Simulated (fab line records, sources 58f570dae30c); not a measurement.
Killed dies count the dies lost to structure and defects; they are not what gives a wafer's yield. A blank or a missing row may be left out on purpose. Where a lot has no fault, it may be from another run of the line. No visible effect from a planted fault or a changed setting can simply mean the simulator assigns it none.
Which tool was responsible? || flow berkeleyCmos170 || 21 wafers from 7 lots sampled at 4 of the route's 331 steps

== WHAT THE GAUGES SHOWED, per wafer ==
UCB170_M2_CD_MEAS_90: the cd target is 700 nm.
{"lot": "L133", "measured": "day 9 02:15", "on": "cdSem-02", "cdNm (nm)": "702.4 704.0 701.9"}
{"lot": "L139", "measured": "day 9 20:41", "on": "cdSem-01", "cdNm (nm)": "700.5 698.6 696.6"}
{"lot": "L140", "measured": "day 9 23:04", "on": "cdSem-01", "cdNm (nm)": "700.4 701.0 699.3"}
{"lot": "L146", "measured": "day 11 03:20", "on": "cdSem-02", "cdNm (nm)": "699.6 698.9 699.7"}
{"lot": "L141", "measured": "day 11 03:38", "on": "cdSem-01", "cdNm (nm)": "700.4 700.2 699.5"}
{"lot": "L148", "measured": "day 11 20:21", "on": "cdSem-01", "cdNm (nm)": "690.7 691.9 692.0"}
{"lot": "L154", "measured": "day 12 21:41", "on": "cdSem-02", "cdNm (nm)": "697.1 699.7 697.5"}

== TOOL THAT RAN EACH LOT (tool first, then ch and the chambers of the sampled wafers, then the start) ==
{"lot": "L133", "UCB170_V1_STRIP_15": "plasmaAsher-03 ch 1, day 8 20:07", "UCB170_M2_METAL_ETCH_18": "rieMetal-02 ch 0, day 9 01:50", "UCB170_M2_STRIP_19": "plasmaAsher-03 ch 1, day 9 02:01"}
{"lot": "L139", "UCB170_V1_STRIP_15": "plasmaAsher-01 ch 0,1, day 9 17:04", "UCB170_M2_METAL_ETCH_18": "rieMetal-02 ch 0,1, day 9 20:24", "UCB170_M2_STRIP_19": "plasmaAsher-02 ch 0,1, day 9 20:35"}
{"lot": "L140", "UCB170_V1_STRIP_15": "plasmaAsher-03 ch 0, day 9 19:59", "UCB170_M2_METAL_ETCH_18": "rieMetal-02 ch 0,1, day 9 22:46", "UCB170_M2_STRIP_19": "plasmaAsher-02 ch 0,1, day 9 22:57"}
{"lot": "L146", "UCB170_V1_STRIP_15": "plasmaAsher-01 ch 0,1, day 10 22:46", "UCB170_M2_METAL_ETCH_18": "rieMetal-01 ch 0, day 11 02:57", "UCB170_M2_STRIP_19": "plasmaAsher-01 ch 0,1, day 11 03:08"}
{"lot": "L141", "UCB170_V1_STRIP_15": "plasmaAsher-01 ch 0,1, day 10 23:14", "UCB170_M2_METAL_ETCH_18": "rieMetal-02 ch 0,1, day 11 03:10", "UCB170_M2_STRIP_19": "plasmaAsher-03 ch 0,1, day 11 03:21"}
{"lot": "L148", "UCB170_V1_STRIP_15": "plasmaAsher-01 ch 0,1, day 11 17:13", "UCB170_M2_METAL_ETCH_18": "rieMetal-01 ch 0,1, day 11 20:05", "UCB170_M2_STRIP_19": "plasmaAsher-02 ch 0,1, day 11 20:15"}
{"lot": "L154", "UCB170_V1_STRIP_15": "plasmaAsher-01 ch 0,1, day 12 18:46", "UCB170_M2_METAL_ETCH_18": "rieMetal-02 ch 0,1, day 12 21:24", "UCB170_M2_STRIP_19": "plasmaAsher-01 ch 0,1, day 12 21:35"}
- UCB170_V1_STRIP_15: strips in O2.
- UCB170_M2_METAL_ETCH_18: etches Al in Cl2/BCl3, stops on SiO2, target depth 1170 nm, time 195 s.
- UCB170_M2_STRIP_19: strips in O2.

== THE ANSWER, worked out from the rows above alone ==
Rule: the usual values come from the lots themselves. The widest of any qualifying gaps counts: lots, ordered by their means at a reading, are off when they make up no more than a third of the lots, leave a main group of 4 or more, and stand apart from it by 3 or more times the standard deviation of that group's means. If all means in a main group match to the digits the tables above print for the reading, that group is not used. A lot without any number at a reading at which 4 lots or more have one is off too. Any other lot the step has rows for is counted as sound.
Off, at UCB170_M2_CD_MEAS_90 on cdNm: L148. The main group: mean 699.9 nm, standard deviation 1.5.
A tool fits if, at a process step before that reading, it ran every lot that is off, and no sound lot after the first of them. The gauges at UCB170_M2_CD_MEAS_90 are tried like those tools. Can't be told from this: 3 tools fit, rieMetal-01 at UCB170_M2_METAL_ETCH_18, plasmaAsher-02 at UCB170_M2_STRIP_19, cdSem-01 at UCB170_M2_CD_MEAS_90.

== WHAT HAD BEEN PUT IN BY THE SIMULATOR ==
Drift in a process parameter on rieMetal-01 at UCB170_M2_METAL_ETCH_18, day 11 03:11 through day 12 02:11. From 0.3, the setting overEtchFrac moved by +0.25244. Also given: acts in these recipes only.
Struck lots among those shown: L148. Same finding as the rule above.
